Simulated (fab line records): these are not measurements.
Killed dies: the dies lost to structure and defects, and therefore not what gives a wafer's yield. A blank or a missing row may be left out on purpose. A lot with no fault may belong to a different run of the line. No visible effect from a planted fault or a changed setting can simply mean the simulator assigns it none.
fab line records -- flow berkeley_cmos170 -- part 1 of 2: steps 1 to 36 of 43
record: lots: 7, wafers: 21, last_day: 13
route steps=331 shown BACKSIDE@202 SDANNEAL@204 PSD@206 NSD@207 PLDD@208 NLDD@209 SILICIDE@210 CONTACT@216 M1@238 M3@331
lots that met no fault: taken from a fault-free run of the same line
start_h: start of the lot's first displayed wafer, in hours after the record's first day -- wait_h: hours from the lot's prior step to this one -- " identical to the entry in the row above -- L1.1+2: several wafers, shown together as one row -- - value missing, or start not given -- * or withheld: withheld -- < > ~ a bound
route shown NAME@n: a module of which the file shows steps, and the number in the route of the first -- usual: mean/standard deviation taken from wafers without a fault -- same: alike in all rows -- chamber/n: place in a boat -- sites: each site's reading -- _std_site: how widely they spread, as a standard deviation -- _edge_site: inner sites' mean taken away from outer sites' mean -- radius_mm: for every site, how far away it sits from the centre of the wafer -- mask NAME#n: copy n -- behind: the last tool/chamber to shape the wafer -- hold: reason for holding the lot/hours on hold/outcome of the hold -- device: whichever transistor did not switch (one of n, p or np) -- end of line: the route-end tests of the same wafers -- for a step that has no rows: nothing shown but its recipe -- killed: at the first sort, the dies lost to defects and structure; wafer yield is something else -- map: per-die view of a wafer (x killed, . not killed, _ where there is no die)
set.NAME: setting as actually run; set.NAME@STEP: the setting as run at that earlier step -- model.NAME: the simulator's own value behind a step, which no gauge read
lots seen at some steps along the route; tables by step, rows by wafer
services: the hour from which a tool's chamber was out of use, counted from the record's first day as start_h (under 0 if before that day), plus the number of hours and why
== steps ==
step: UCB170_BACKSIDE_STRIP_03
recipe: chemistry: O2, power_w: 400, pressure_mtorr: 3500, platen_temp_c: withheld, o2_flow_sccm: 400, overash_fraction: 0.5
usual: drypump_motor_current_A: 5.9/0.4, oes_product_au: 0.735/0.0045, strip_time_to_endpoint_s: 21.97/0.053
lot.wafer,tool,chamber,start_h,wait_h,drypump_motor_current_A,oes_product_au,rf_hours_counter_h,strip_time_to_endpoint_s
L274.1,plasma_asher-04,1,179.14,0.1,5.6,0.724,44,21.97
L274.4,plasma_asher-04,0,179.14,0.1,5.8,0.727,-,21.97
L274.6,plasma_asher-04,0,179.14,0.1,5.8,0.730,-,21.98
L283.1,plasma_asher-02,1,232.26,0.1,5.7,0.736,14,21.93
L283.5,plasma_asher-02,0,232.26,0.1,6.5,0.738,-,21.89
L283.6,plasma_asher-02,1,232.26,0.1,5.7,0.732,-,21.87
L284.2,plasma_asher-04,0,232.55,0.1,5.8,0.743,49,21.89
L284.5,plasma_asher-04,1,232.55,0.1,5.6,0.730,-,22.01
L284.6,plasma_asher-04,0,232.55,0.1,5.8,0.739,-,21.99
L289.1,plasma_asher-02,0,254.58,0.1,6.5,0.731,16,22.03
L289.2,plasma_asher-02,1,254.58,0.1,5.8,0.737,16,21.93
L289.6,plasma_asher-02,0,254.58,0.1,6.5,0.739,-,22.06
L288.2,plasma_asher-04,0,254.63,0.1,5.8,0.743,51,22.00
L288.3,plasma_asher-04,1,254.63,0.1,5.6,0.728,-,22.05
L288.4,plasma_asher-04,0,254.63,0.1,5.8,0.727,-,21.99
L292.1,plasma_asher-04,0,270.00,0.1,5.8,0.725,53,22.02
L292.2,plasma_asher-04,1,270.00,0.1,5.6,0.739,53,22.01
L292.5,plasma_asher-04,0,270.00,0.1,5.8,0.735,-,22.00
L294.1,plasma_asher-02,1,280.50,0.1,5.7,0.730,20,22.02
L294.4,plasma_asher-02,1,280.50,0.1,5.7,0.738,-,21.95
L294.5,plasma_asher-02,0,280.50,0.1,6.5,0.733,-,21.96
step: UCB170_BACKSIDE_CLEAN_04
recipe: chemistry: SPM, temp_c: 120, time_s: 600
step: UCB170_SDANNEAL_RTA_00
recipe: temp_c: 900, time_s: 10, ambient: N2
step: UCB170_SDANNEAL_RTA_01
recipe: temp_c: 1050, time_s: 5, ambient: N2
step: UCB170_SDANNEAL_RS_MEAS_02
recipe: thk_meas_gauge: four-point-probe
usual: PSD_RS: 75.52/0.24
lot.wafer,tool,chamber,start_h,wait_h,PSD_RS[ohm/sq]
L274.1,film_metro-02,-,179.54,0.0,75.33
L274.4,film_metro-02,-,179.54,0.0,75.18
L274.6,film_metro-02,-,179.54,0.0,75.34
L283.1,film_metro-03,-,232.82,0.2,75.32
L283.5,film_metro-03,-,232.82,0.2,75.29
L283.6,film_metro-03,-,232.82,0.2,75.54
L284.2,film_metro-04,-,233.33,0.4,75.56
L284.5,film_metro-04,-,233.33,0.4,75.40
L284.6,film_metro-04,-,233.33,0.4,75.64
L289.1,film_metro-03,-,255.17,0.0,75.31
L289.2,film_metro-03,-,255.17,0.0,75.52
L289.6,film_metro-03,-,255.17,0.0,75.18
L288.2,film_metro-04,-,255.19,0.1,75.49
L288.3,film_metro-04,-,255.19,0.1,75.56
L288.4,film_metro-04,-,255.19,0.1,75.71
L292.1,film_metro-03,-,270.40,0.0,75.30
L292.2,film_metro-03,-,270.40,0.0,75.73
L292.5,film_metro-03,-,270.40,0.0,75.66
L294.1,film_metro-04,-,280.90,0.0,75.42
L294.4,film_metro-04,-,280.90,0.0,75.43
L294.5,film_metro-04,-,280.90,0.0,75.62
step: UCB170_SDANNEAL_RS_MEAS_03
recipe: thk_meas_gauge: four-point-probe
usual: NSD_RS: 37.25/0.079
lot.wafer,tool,chamber,start_h,wait_h,NSD_RS[ohm/sq]
L274.1,film_metro-02,-,179.66,0.1,37.21
L274.4,film_metro-02,-,179.66,0.1,37.16
L274.6,film_metro-02,-,179.66,0.1,37.22
L283.1,film_metro-03,-,232.94,0.1,37.21
L283.5,film_metro-03,-,232.94,0.1,37.29
L283.6,film_metro-03,-,232.94,0.1,37.19
L284.2,film_metro-04,-,233.45,0.1,37.15
L284.5,film_metro-04,-,233.45,0.1,37.20
L284.6,film_metro-04,-,233.45,0.1,37.22
L289.1,film_metro-03,-,255.29,0.1,37.27
L289.2,film_metro-03,-,255.29,0.1,37.37
L289.6,film_metro-03,-,255.29,0.1,37.22
L288.2,film_metro-04,-,255.31,0.1,37.38
L288.3,film_metro-04,-,255.31,0.1,37.28
L288.4,film_metro-04,-,255.31,0.1,37.34
L292.1,film_metro-03,-,270.52,0.1,37.17
L292.2,film_metro-03,-,270.52,0.1,37.17
L292.5,film_metro-03,-,270.52,0.1,37.11
L294.1,film_metro-04,-,281.02,0.1,37.30
L294.4,film_metro-04,-,281.02,0.1,37.28
L294.5,film_metro-04,-,281.02,0.1,37.37
step: UCB170_SDANNEAL_RS_MEAS_04
recipe: thk_meas_gauge: four-point-probe
usual: PLDD_RS: 1031.0/2.8
lot.wafer,tool,chamber,start_h,wait_h,PLDD_RS[ohm/sq]
L274.1,film_metro-02,-,179.78,0.1,1030.8
L274.4,film_metro-02,-,179.78,0.1,1031.9
L274.6,film_metro-02,-,179.78,0.1,1031.4
L283.1,film_metro-03,-,233.06,0.1,1032.3
L283.5,film_metro-03,-,233.06,0.1,1031.0
L283.6,film_metro-03,-,233.06,0.1,1030.2
L284.2,film_metro-04,-,233.57,0.1,1031.2
L284.5,film_metro-04,-,233.57,0.1,1032.2
L284.6,film_metro-04,-,233.57,0.1,1029.5
L289.1,film_metro-03,-,255.41,0.1,1022.8
L289.2,film_metro-03,-,255.41,0.1,1026.1
L289.6,film_metro-03,-,255.41,0.1,1025.2
L288.2,film_metro-04,-,255.43,0.1,1030.8
L288.3,film_metro-04,-,255.43,0.1,1033.7
L288.4,film_metro-04,-,255.43,0.1,1036.6
L292.1,film_metro-03,-,270.64,0.1,1029.1
L292.2,film_metro-03,-,270.64,0.1,1027.6
L292.5,film_metro-03,-,270.64,0.1,1027.2
L294.1,film_metro-04,-,281.14,0.1,1027.8
L294.4,film_metro-04,-,281.14,0.1,1030.5
L294.5,film_metro-04,-,281.14,0.1,1026.3
step: UCB170_SDANNEAL_RS_MEAS_05
recipe: thk_meas_gauge: four-point-probe
usual: NLDD_RS: 615.9/1.7
lot.wafer,tool,chamber,start_h,wait_h,NLDD_RS[ohm/sq]
L274.1,film_metro-02,-,179.90,0.1,615.6
L274.4,film_metro-02,-,179.90,0.1,616.4
L274.6,film_metro-02,-,179.90,0.1,615.1
L283.1,film_metro-03,-,233.18,0.1,614.9
L283.5,film_metro-03,-,233.18,0.1,616.3
L283.6,film_metro-03,-,233.18,0.1,614.4
L284.2,film_metro-04,-,233.69,0.1,613.5
L284.5,film_metro-04,-,233.69,0.1,614.9
L284.6,film_metro-04,-,233.69,0.1,615.2
L289.1,film_metro-03,-,255.53,0.1,615.2
L289.2,film_metro-03,-,255.53,0.1,616.1
L289.6,film_metro-03,-,255.53,0.1,616.7
L288.2,film_metro-04,-,255.55,0.1,614.3
L288.3,film_metro-04,-,255.55,0.1,613.3
L288.4,film_metro-04,-,255.55,0.1,614.8
L292.1,film_metro-03,-,270.76,0.1,614.7
L292.2,film_metro-03,-,270.76,0.1,615.3
L292.5,film_metro-03,-,270.76,0.1,613.6
L294.1,film_metro-04,-,281.26,0.1,618.3
L294.4,film_metro-04,-,281.26,0.1,618.4
L294.5,film_metro-04,-,281.26,0.1,615.7
step: UCB170_SILICIDE_PRE_CLEAN_00
recipe: gas: Ar, preclean_etch_time_s: 60
step: UCB170_SILICIDE_SPUTTER_01
recipe: material: Ti, target_thk_nm: 30, time_s: 25, power_w: 1500, chamber_pressure_pa: 0.5
step: UCB170_SILICIDE_RS_MEAS_02
recipe: thk_meas_gauge: four-point-probe, reads: Ti_of_SILICIDE_SPUTTER_01
usual: SILICIDE_TI_RS: 26.1/0.34
lot.wafer,tool,chamber,start_h,wait_h,SILICIDE_TI_RS[ohm/sq]
L274.1,film_metro-04,-,180.12,0.0,25.9
L274.4,film_metro-04,-,180.12,0.0,26.0
L274.6,film_metro-04,-,180.12,0.0,26.0
L283.1,film_metro-01,-,233.46,0.1,26.2
L283.5,film_metro-01,-,233.46,0.1,26.0
L283.6,film_metro-01,-,233.46,0.1,26.6
L284.2,film_metro-03,-,233.98,0.1,26.6
L284.5,film_metro-03,-,233.98,0.1,26.7
L284.6,film_metro-03,-,233.98,0.1,26.5
L289.1,film_metro-04,-,255.75,0.0,25.7
L289.2,film_metro-04,-,255.75,0.0,26.1
L289.6,film_metro-04,-,255.75,0.0,25.6
L288.2,film_metro-03,-,255.77,0.0,26.4
L288.3,film_metro-03,-,255.77,0.0,26.4
L288.4,film_metro-03,-,255.77,0.0,26.3
L292.1,film_metro-01,-,270.97,0.0,25.2
L292.2,film_metro-01,-,270.97,0.0,25.0
L292.5,film_metro-01,-,270.97,0.0,25.0
L294.1,film_metro-01,-,281.47,0.0,26.1
L294.4,film_metro-01,-,281.47,0.0,26.1
L294.5,film_metro-01,-,281.47,0.0,26.2
step: UCB170_SILICIDE_THK_MEAS_03
recipe: thk_meas_gauge: xrf, reads: Ti_of_SILICIDE_SPUTTER_01
usual: SILICIDE_TI_THK: 29.5/0.36
lot.wafer,tool,chamber,start_h,wait_h,SILICIDE_TI_THK[nm]
L274.1,film_metro-04,-,180.24,0.1,29.6
L274.4,film_metro-04,-,180.24,0.1,29.7
L274.6,film_metro-04,-,180.24,0.1,29.7
L283.1,film_metro-01,-,233.58,0.1,29.5
L283.5,film_metro-01,-,233.58,0.1,29.6
L283.6,film_metro-01,-,233.58,0.1,29.0
L284.2,film_metro-03,-,234.09,0.1,29.3
L284.5,film_metro-03,-,234.09,0.1,29.2
L284.6,film_metro-03,-,234.09,0.1,29.2
L289.1,film_metro-04,-,255.87,0.1,29.9
L289.2,film_metro-04,-,255.87,0.1,29.5
L289.6,film_metro-04,-,255.87,0.1,29.7
L288.2,film_metro-03,-,255.88,0.1,29.0
L288.3,film_metro-03,-,255.88,0.1,29.2
L288.4,film_metro-03,-,255.88,0.1,29.4
L292.1,film_metro-01,-,271.09,0.1,30.6
L292.2,film_metro-01,-,271.09,0.1,30.6
L292.5,film_metro-01,-,271.09,0.1,30.7
L294.1,film_metro-01,-,281.59,0.1,29.5
L294.4,film_metro-01,-,281.59,0.1,29.8
L294.5,film_metro-01,-,281.59,0.1,29.4
step: UCB170_SILICIDE_RTA_04
recipe: temp_c: 650, time_s: 15, ambient: N2
usual: chamber_o2_ppm: 1.999/0.02, lamp_power_pct: 10.2/0.63, wafer_temp_C_max: 652.3/0.58
lot.wafer,tool,chamber,start_h,wait_h,chamber_o2_ppm,lamp_power_pct,wafer_temp_C_max
L274.1,rtp_anneal-01,0,180.30,0.1,2.027,10.6,653.0
L274.4,rtp_anneal-01,0,180.30,0.1,2.036,10.6,652.1
L274.6,rtp_anneal-01,0,180.30,0.1,2.018,10.6,652.5
L283.1,rtp_anneal-01,0,233.64,0.1,2.032,10.8,653.5
L283.5,rtp_anneal-01,0,233.64,0.1,2.024,10.8,653.3
L283.6,rtp_anneal-01,0,233.64,0.1,2.009,10.8,652.6
L284.2,rtp_anneal-01,0,234.15,0.1,2.013,10.8,652.2
L284.5,rtp_anneal-01,0,234.15,0.1,2.032,10.8,652.2
L284.6,rtp_anneal-01,0,234.15,0.1,2.041,10.8,653.1
L289.1,rtp_anneal-02,0,255.93,0.1,2.029,9.2,651.7
L289.2,rtp_anneal-02,0,255.93,0.1,1.997,9.2,651.8
L289.6,rtp_anneal-02,0,255.93,0.1,1.996,9.2,652.5
L288.2,rtp_anneal-01,0,255.94,0.1,1.980,10.8,651.9
L288.3,rtp_anneal-01,0,255.94,0.1,2.016,10.8,653.2
L288.4,rtp_anneal-01,0,255.94,0.1,1.994,10.8,651.9
L292.1,rtp_anneal-02,0,271.15,0.1,2.003,9.2,651.3
L292.2,rtp_anneal-02,0,271.15,0.1,1.996,9.2,651.3
L292.5,rtp_anneal-02,0,271.15,0.1,1.987,9.2,651.4
L294.1,rtp_anneal-02,0,281.65,0.1,1.995,9.2,651.8
L294.4,rtp_anneal-02,0,281.65,0.1,1.997,9.2,651.8
L294.5,rtp_anneal-02,0,281.65,0.1,1.989,9.2,651.5
step: UCB170_SILICIDE_WET_ETCH_05
recipe: chemistry: SPM, time_s: 45, temp_c: 120, target: Ti
step: UCB170_CONTACT_CLEAN_00
recipe: chemistry: SPM, temp_c: 120, time_s: 600
step: UCB170_CONTACT_CVD_01
recipe: material: PSG, target_thk_nm: 700, temp_c: 450, precursor: SiH4/O2/PH3, time_s: 2820, pressure_mtorr: 300, sih4_flow_sccm: 60, o2_flow_sccm: 90, ph3_flow_sccm: 25
step: UCB170_CONTACT_THK_MEAS_02
recipe: reads: PSG_of_CONTACT_CVD_01
usual: CONTACT_PSG_THK: 703/6.1
lot.wafer,tool,chamber,start_h,wait_h,CONTACT_PSG_THK[nm]
L274.1,film_metro-02,-,182.35,0.0,710
L274.4,film_metro-02,-,182.35,0.0,704
L274.6,film_metro-02,-,182.35,0.0,702
L284.2,film_metro-01,-,236.74,0.0,704
L284.5,film_metro-01,-,236.74,0.0,701
L284.6,film_metro-01,-,236.74,0.0,699
L283.1,film_metro-03,-,236.79,0.1,699
L283.5,film_metro-03,-,236.79,0.1,697
L283.6,film_metro-03,-,236.79,0.1,701
L289.1,film_metro-01,-,258.00,0.0,706
L289.2,film_metro-01,-,258.00,0.0,709
L289.6,film_metro-01,-,258.00,0.0,709
L288.2,film_metro-02,-,258.01,0.0,705
L288.3,film_metro-02,-,258.01,0.0,703
L288.4,film_metro-02,-,258.01,0.0,711
L292.1,film_metro-03,-,273.21,0.0,689
L292.2,film_metro-03,-,273.21,0.0,691
L292.5,film_metro-03,-,273.21,0.0,692
L294.1,film_metro-02,-,283.90,0.0,695
L294.4,film_metro-02,-,283.90,0.0,698
L294.5,film_metro-02,-,283.90,0.0,701
step: UCB170_CONTACT_HMDS_03
recipe: prime_time_s: 60, prime_temp_c: 100
step: UCB170_CONTACT_COAT_04
recipe: resist: KrF, spin_rpm: 1500, resist_thk_nm: 900
step: UCB170_CONTACT_SOFTBAKE_05
recipe: resist: KrF, temp_c: 130, time_s: 60
step: UCB170_CONTACT_STRIP_06
recipe: chemistry: O2, power_w: 400, pressure_mtorr: 3500, platen_temp_c: withheld, o2_flow_sccm: 400, overash_fraction: 0.5
step: UCB170_CONTACT_CLEAN_07
recipe: chemistry: SPM, temp_c: 120, time_s: 600
step: UCB170_CONTACT_RTA_08
recipe: temp_c: 900, time_s: 10, ambient: N2
usual: chamber_o2_ppm: 2.000/0.019, lamp_power_pct: 23.5/1.6, wafer_temp_C_max: 903.2/0.75
lot.wafer,tool,chamber,start_h,wait_h,chamber_o2_ppm,lamp_power_pct,wafer_temp_C_max
L274.1,rtp_anneal-01,0,183.16,0.0,1.991,24.7,903.8
L274.4,rtp_anneal-01,0,183.16,0.0,1.978,24.7,903.2
L274.6,rtp_anneal-01,0,183.16,0.0,2.036,24.7,904.7
L283.1,rtp_anneal-02,0,237.95,0.0,1.980,21.5,902.6
L283.5,rtp_anneal-02,0,237.95,0.0,2.005,21.5,903.5
L283.6,rtp_anneal-02,0,237.95,0.0,1.990,21.5,903.6
L284.2,rtp_anneal-01,0,237.96,0.0,2.015,24.7,902.2
L284.5,rtp_anneal-01,0,237.96,0.0,2.050,24.7,903.1
L284.6,rtp_anneal-01,0,237.96,0.0,2.046,24.7,902.6
L289.1,rtp_anneal-02,0,259.11,0.0,1.977,21.6,901.9
L289.2,rtp_anneal-02,0,259.11,0.0,1.987,21.5,902.5
L289.6,rtp_anneal-02,0,259.11,0.0,1.994,21.5,902.9
L288.2,rtp_anneal-01,0,259.13,0.0,1.995,24.8,902.6
L288.3,rtp_anneal-01,0,259.13,0.0,1.997,24.7,904.2
L288.4,rtp_anneal-01,0,259.13,0.0,2.010,24.8,903.5
L292.1,rtp_anneal-01,0,276.55,0.0,1.974,24.7,903.3
L292.2,rtp_anneal-01,0,276.55,0.0,1.974,24.7,902.7
L292.5,rtp_anneal-01,0,276.55,0.0,1.994,24.7,903.1
L294.1,rtp_anneal-01,0,284.68,0.0,1.986,24.8,903.2
L294.4,rtp_anneal-01,0,284.68,0.0,2.002,24.7,903.7
L294.5,rtp_anneal-01,0,284.68,0.0,2.018,24.7,903.9
step: UCB170_CONTACT_COAT_09
recipe: resist: BARC, temp_c: withheld, time_s: withheld, spin_rpm: 3000, resist_thk_nm: withheld
step: UCB170_CONTACT_COAT_10
recipe: resist: KrF, spin_rpm: 1500, resist_thk_nm: 900
step: UCB170_CONTACT_SOFTBAKE_11
recipe: resist: KrF, temp_c: 130, time_s: 60
step: UCB170_CONTACT_EXPOSE_12
recipe: mask_id: CONT, target_cd_nm: 700, na: 0.5, sigma_outer: 0.6, source_shape: conventional, dose_mj: 35
step: UCB170_CONTACT_PEB_13
recipe: peb_temp_c: 130, peb_time_s: withheld, resist: KrF
step: UCB170_CONTACT_DEVELOP_14
recipe: developer: TMAH, develop_time_s: 45, resist: KrF, dev_temp_c: 21
step: UCB170_CONTACT_CD_MEAS_15
recipe: target_cd_nm: 700
usual: cd_nm: 700.0/1.3
lot.wafer,tool,chamber,start_h,wait_h,cd_nm
L274.1,cd_sem-01,-,184.50,-,699.4
L274.4,cd_sem-01,-,184.50,-,699.5
L274.6,cd_sem-01,-,184.50,-,701.1
L283.1,cd_sem-02,-,239.99,-,701.2
L283.5,cd_sem-02,-,239.99,-,700.6
L283.6,cd_sem-02,-,239.99,-,699.5
L284.2,cd_sem-02,-,240.37,-,701.4
L284.5,cd_sem-02,-,240.37,-,700.7
L284.6,cd_sem-02,-,240.37,-,701.8
L289.1,cd_sem-02,-,260.36,-,698.7
L289.2,cd_sem-02,-,260.36,-,699.4
L289.6,cd_sem-02,-,260.36,-,698.2
L288.2,cd_sem-01,-,260.65,-,700.9
L288.3,cd_sem-01,-,260.65,-,700.8
L288.4,cd_sem-01,-,260.65,-,701.7
L292.1,cd_sem-01,-,277.80,-,700.5
L292.2,cd_sem-01,-,277.80,-,700.9
L292.5,cd_sem-01,-,277.80,-,699.5
L294.1,cd_sem-01,-,286.16,-,700.4
L294.4,cd_sem-01,-,286.16,-,701.7
L294.5,cd_sem-01,-,286.16,-,701.3
step: UCB170_CONTACT_OVL_MEAS_16
usual: CONTACT_OVL: -3/5.7
lot.wafer,tool,chamber,start_h,wait_h,CONTACT_OVL[nm]
L274.1,overlay-01,-,184.62,0.1,-3
L274.4,overlay-01,-,184.62,0.1,-12
L274.6,overlay-01,-,184.62,0.1,-7
L283.1,overlay-02,-,240.11,0.1,-3
L283.5,overlay-02,-,240.11,0.1,-5
L283.6,overlay-02,-,240.11,0.1,0
L284.2,overlay-02,-,240.48,0.1,7
L284.5,overlay-02,-,240.48,0.1,1
L284.6,overlay-02,-,240.48,0.1,-5
L289.1,overlay-02,-,260.48,0.1,-2
L289.2,overlay-02,-,260.48,0.1,4
L289.6,overlay-02,-,260.48,0.1,0
L288.2,overlay-02,-,260.76,0.1,-10
L288.3,overlay-02,-,260.76,0.1,-14
L288.4,overlay-02,-,260.76,0.1,-19
L292.1,overlay-01,-,277.92,0.1,3
L292.2,overlay-01,-,277.92,0.1,11
L292.5,overlay-01,-,277.92,0.1,6
L294.1,overlay-02,-,286.28,0.1,-7
L294.4,overlay-02,-,286.28,0.1,-2
L294.5,overlay-02,-,286.28,0.1,3
step: UCB170_CONTACT_ETCH_17
recipe: chemistry: N2/H2, target_depth_a: withheld, overetch_a: withheld, target: BARC, time_s: withheld, source_w: 500, bias_w: 100, pressure_mtorr: 30, n2_flow_sccm: 100, h2_flow_sccm: 200
usual: drypump_motor_current_A: 5.6/0.45, oes_product_au: 1.005/0.013, throttle_valve_pct: 13.28/0.25
lot.wafer,tool,chamber,start_h,wait_h,drypump_motor_current_A,oes_product_au,throttle_valve_pct
L274.1,rie_diel-04,3,184.65,0.0,5.7,0.993,13.51
L274.4,rie_diel-04,1,184.65,0.0,5.7,0.992,13.16
L274.6,rie_diel-04,2,184.65,0.0,6.5,1.004,13.71
L283.1,rie_diel-01,3,240.15,0.0,4.9,1.007,13.59
L283.5,rie_diel-01,2,240.15,0.0,5.1,0.986,13.45
L283.6,rie_diel-01,3,240.15,0.0,4.9,1.002,13.59
L284.2,rie_diel-04,0,240.51,0.0,5.5,1.008,12.98
L284.5,rie_diel-04,1,240.51,0.0,5.6,1.007,13.15
L284.6,rie_diel-04,2,240.51,0.0,6.6,1.007,13.73
L289.1,rie_diel-02,2,260.51,0.0,6.2,1.005,13.21
L289.2,rie_diel-02,1,260.51,0.0,5.7,1.046,13.39
L289.6,rie_diel-02,0,260.51,0.0,4.9,1.011,13.05
L288.2,rie_diel-04,0,260.79,0.0,5.5,1.005,12.97
L288.3,rie_diel-04,1,260.79,0.0,5.6,1.001,13.16
L288.4,rie_diel-04,2,260.79,0.0,6.6,1.010,13.71
L292.1,rie_diel-01,2,277.95,0.0,5.2,0.975,13.45
L292.2,rie_diel-01,3,277.95,0.0,4.9,1.013,13.59
L292.5,rie_diel-01,0,277.95,0.0,5.7,1.002,13.00
L294.1,rie_diel-04,0,286.31,0.0,5.5,1.013,12.97
L294.4,rie_diel-04,3,286.31,0.0,5.7,1.000,13.52
L294.5,rie_diel-04,1,286.31,0.0,5.7,1.007,13.15
step: UCB170_CONTACT_ETCH_18
recipe: chemistry: CHF3/CF4/Ar, target: PSG, stop_on: TiSi2, CHF3_flow_sccm: 45, cf4_flow_sccm: 15, Ar_flow_sccm: 150, pressure_mtorr: 200, rf_w: 700, target_depth_a: 8400, over_etch_frac: 0.2, time_s: 195
step: UCB170_CONTACT_STRIP_19
recipe: chemistry: O2, power_w: 400, pressure_mtorr: 3500, platen_temp_c: withheld, o2_flow_sccm: 400, overash_fraction: 0.5
usual: drypump_motor_current_A: 5.8/0.53, oes_product_au: 0.725/0.0049
lot.wafer,tool,chamber,start_h,wait_h,drypump_motor_current_A,oes_product_au,rf_hours_counter_h
L274.1,plasma_asher-01,0,184.82,-,5.3,0.716,41
L274.4,plasma_asher-01,0,184.82,-,5.3,0.737,-
L274.6,plasma_asher-01,0,184.82,-,5.3,0.725,-
L283.1,plasma_asher-02,1,240.32,-,5.7,0.713,14
L283.5,plasma_asher-02,0,240.32,-,6.5,0.721,-
L283.6,plasma_asher-02,1,240.32,-,5.7,0.728,-
L284.2,plasma_asher-03,0,240.68,-,5.8,0.725,47
L284.5,plasma_asher-03,1,240.68,-,5.1,0.724,-
L284.6,plasma_asher-03,0,240.68,-,5.8,0.732,-
L289.1,plasma_asher-02,1,260.68,-,5.8,0.719,17
L289.2,plasma_asher-02,0,260.68,-,6.5,0.725,17
L289.6,plasma_asher-02,1,260.68,-,5.7,0.732,-
L288.2,plasma_asher-01,0,260.95,-,5.3,0.730,50
L288.3,plasma_asher-01,1,260.95,-,6.5,0.721,-
L288.4,plasma_asher-01,0,260.95,-,5.3,0.726,-
L292.1,plasma_asher-01,1,278.12,-,6.4,0.728,52
L292.2,plasma_asher-01,0,278.12,-,5.3,0.722,52
L292.5,plasma_asher-01,1,278.12,-,6.4,0.737,-
L294.1,plasma_asher-01,0,286.48,-,5.3,0.724,53
L294.4,plasma_asher-01,1,286.48,-,6.4,0.727,-
L294.5,plasma_asher-01,1,286.48,-,6.5,0.720,-
step: UCB170_CONTACT_CD_MEAS_90
recipe: target_cd_nm: 700
usual: cd_nm: 699.7/1.5
lot.wafer,tool,chamber,start_h,wait_h,cd_nm
L274.1,cd_sem-01,-,184.92,0.1,698.5
L274.4,cd_sem-01,-,184.92,0.1,697.8
L274.6,cd_sem-01,-,184.92,0.1,700.5
L283.1,cd_sem-02,-,240.83,0.5,701.1
L283.5,cd_sem-02,-,240.83,0.5,701.5
L283.6,cd_sem-02,-,240.83,0.5,699.8
L284.2,cd_sem-02,-,241.45,0.7,701.5
L284.5,cd_sem-02,-,241.45,0.7,699.4
L284.6,cd_sem-02,-,241.45,0.7,702.6
L289.1,cd_sem-01,-,260.78,0.1,698.9
L289.2,cd_sem-01,-,260.78,0.1,701.3
L289.6,cd_sem-01,-,260.78,0.1,697.9
L288.2,cd_sem-01,-,261.12,0.1,699.4
L288.3,cd_sem-01,-,261.12,0.1,698.2
L288.4,cd_sem-01,-,261.12,0.1,701.1
L292.1,cd_sem-02,-,278.22,0.1,701.3
L292.2,cd_sem-02,-,278.22,0.1,700.9
L292.5,cd_sem-02,-,278.22,0.1,699.1
L294.1,cd_sem-01,-,286.58,0.1,699.6
L294.4,cd_sem-01,-,286.58,0.1,700.8
L294.5,cd_sem-01,-,286.58,0.1,699.7
step: UCB170_CONTACT_CLEAN_20
recipe: chemistry: SPM, temp_c: 120, time_s: 600
